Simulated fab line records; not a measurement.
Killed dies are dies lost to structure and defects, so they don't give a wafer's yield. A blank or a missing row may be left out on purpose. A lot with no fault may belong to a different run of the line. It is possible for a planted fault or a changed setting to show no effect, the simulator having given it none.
Which of the tools did it? / flow rit_cmos / 15 lots, 45 wafers sampled, at 2 steps of a route of 202

== WHAT THE GAUGES SHOWED, per wafer ==
Not one reading of a measure or inspect step in the record can be checked against a usual standard deviation.

== WHICH TOOL RAN EACH LOT (tool, then ch and the chambers of the sampled wafers, then the start) ==
lot=L306; RIT_NRETRO_SOFTBAKE_02=litho_track-02 ch 0, day 2 06:22; RIT_M1_PROBE_99=prober-01, day 3 11:52
lot=L307; RIT_NRETRO_SOFTBAKE_02=litho_track-02 ch 0, day 2 12:26; RIT_M1_PROBE_99=-
lot=L309; RIT_NRETRO_SOFTBAKE_02=litho_track-03 ch 0, day 2 21:35; RIT_M1_PROBE_99=-
lot=L310; RIT_NRETRO_SOFTBAKE_02=litho_track-04 ch 0, day 3 02:39; RIT_M1_PROBE_99=-
lot=L311; RIT_NRETRO_SOFTBAKE_02=litho_track-03 ch 0, day 3 09:48; RIT_M1_PROBE_99=-
lot=L312; RIT_NRETRO_SOFTBAKE_02=litho_track-04 ch 0, day 3 14:59; RIT_M1_PROBE_99=prober-01, day 4 22:34
lot=L313; RIT_NRETRO_SOFTBAKE_02=litho_track-04 ch 0, day 3 16:16; RIT_M1_PROBE_99=-
lot=L314; RIT_NRETRO_SOFTBAKE_02=litho_track-04 ch 0, day 3 21:53; RIT_M1_PROBE_99=-
lot=L315; RIT_NRETRO_SOFTBAKE_02=litho_track-04 ch 0, day 4 03:12; RIT_M1_PROBE_99=-
lot=L316; RIT_NRETRO_SOFTBAKE_02=litho_track-04 ch 0, day 4 06:26; RIT_M1_PROBE_99=prober-01, day 5 15:34
lot=L317; RIT_NRETRO_SOFTBAKE_02=litho_track-04 ch 0, day 4 13:55; RIT_M1_PROBE_99=-
lot=L318; RIT_NRETRO_SOFTBAKE_02=litho_track-04 ch 0, day 5 00:05; RIT_M1_PROBE_99=-
lot=L319; RIT_NRETRO_SOFTBAKE_02=litho_track-04 ch 0, day 5 03:44; RIT_M1_PROBE_99=-
lot=L320; RIT_NRETRO_SOFTBAKE_02=litho_track-02 ch 0, day 5 05:10; RIT_M1_PROBE_99=prober-01, day 6 17:24
lot=L329; RIT_NRETRO_SOFTBAKE_02=litho_track-03 ch 0, day 7 16:07; RIT_M1_PROBE_99=prober-02, day 9 02:20
- RIT_NRETRO_SOFTBAKE_02: time 60 s.
- RIT_M1_PROBE_99

== WHAT THE TOOLS THEMSELVES READ (means of the sampled wafers that have a number; where no wafer has one, the mark that the record gives instead) ==
RIT_NRETRO_SOFTBAKE_02.
lot=L306; tool=litho_track-02; resist_line_temp_C (C)=23.04; run_length_s (s)=88.80
lot=L307; tool=litho_track-02; resist_line_temp_C (C)=22.97; run_length_s (s)=88.92
lot=L309; tool=litho_track-03; resist_line_temp_C (C)=23.03; run_length_s (s)=88.90
lot=L310; tool=litho_track-04; resist_line_temp_C (C)=23.22; run_length_s (s)=89.36
lot=L311; tool=litho_track-03; resist_line_temp_C (C)=22.87; run_length_s (s)=88.97
lot=L312; tool=litho_track-04; resist_line_temp_C (C)=23.11; run_length_s (s)=89.17
lot=L313; tool=litho_track-04; resist_line_temp_C (C)=22.93; run_length_s (s)=89.26
lot=L314; tool=litho_track-04; resist_line_temp_C (C)=23.16; run_length_s (s)=89.23
lot=L315; tool=litho_track-04; resist_line_temp_C (C)=23.07; run_length_s (s)=89.35
lot=L316; tool=litho_track-04; resist_line_temp_C (C)=23.22; run_length_s (s)=89.20
lot=L317; tool=litho_track-04; resist_line_temp_C (C)=22.93; run_length_s (s)=94.63
lot=L318; tool=litho_track-04; resist_line_temp_C (C)=23.05; run_length_s (s)=94.67
lot=L319; tool=litho_track-04; resist_line_temp_C (C)=23.16; run_length_s (s)=94.54
lot=L320; tool=litho_track-02; resist_line_temp_C (C)=22.83; run_length_s (s)=88.85
lot=L329; tool=litho_track-03; resist_line_temp_C (C)=22.88; run_length_s (s)=88.98

RIT_M1_PROBE_99.
lot=L306 tool=prober-01 killed_at_M0_to_M3=0.0 killed_at_contacts=0.0 killed_at_front_end=10 killed_dies=10 killed_on_rim=2.7 killed_open=5.3 killed_short=5.0
lot=L312 tool=prober-01 killed_at_M0_to_M3=0.0 killed_at_contacts=0.3 killed_at_front_end=9 killed_dies=9 killed_on_rim=1.3 killed_open=3.7 killed_short=5.3
lot=L316 tool=prober-01 killed_at_M0_to_M3=0.0 killed_at_contacts=0.3 killed_at_front_end=5 killed_dies=5 killed_on_rim=2.3 killed_open=3.3 killed_short=2.0
lot=L320 tool=prober-01 killed_at_M0_to_M3=0.0 killed_at_contacts=0.0 killed_at_front_end=8 killed_dies=8 killed_on_rim=2.7 killed_open=5.3 killed_short=2.7
lot=L329 tool=prober-02 killed_at_M0_to_M3=0.0 killed_at_contacts=0.0 killed_at_front_end=7 killed_dies=7 killed_on_rim=2.0 killed_open=4.7 killed_short=2.0

== THE ANSWER, worked out from the rows above alone ==
Rule: the usual values come from the lots themselves. The widest of any qualifying gaps counts: lots, ordered by their means at a reading, are off when they make up no more than a third of the lots, leave a main group of 4 or more, and stand apart from it by 3 or more times the standard deviation of that group's means. Not used: any main group whose means are identical at the precision the tables above print for the reading. A lot without any number at a reading at which 4 lots or more have one is off too. Where the step has rows for the other lots, those lots are counted as sound. After the gauges, taken in route order, come the tools' own readings; for these a lot's mean is taken, as printed above. The first step at which some lot is off is used, and at that step the reading that is off furthest; a lot without a number counts as furthest.
Off at RIT_NRETRO_SOFTBAKE_02 (run_length_s): L317, L318, L319. The main group has a mean of 89.08 s with a standard deviation of 0.19.
If a tool, at that step or one of the process steps before it, ran each lot that is off and ran no sound lot following the first of them, it fits. One fits: litho_track-04 at RIT_NRETRO_SOFTBAKE_02. A fault onset in the window from L316 (day 4 06:26, its last sound lot) to L317 (day 4 13:55, its first lot off) fits.
The tool's own readings at RIT_NRETRO_SOFTBAKE_02 bear it out: on the lots that are off they differ by more than 5 times the standard deviation of the sound lots' means. run_length_s reads 94.61 s there against 89.08 s on the sound lots.

== WHAT WAS PUT IN BY THE SIMULATOR ==
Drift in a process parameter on litho_track-04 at RIT_NRETRO_SOFTBAKE_02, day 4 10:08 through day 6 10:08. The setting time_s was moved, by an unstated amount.
Struck lots among those shown: L317, L318, L319. The rule given above showed the same thing.
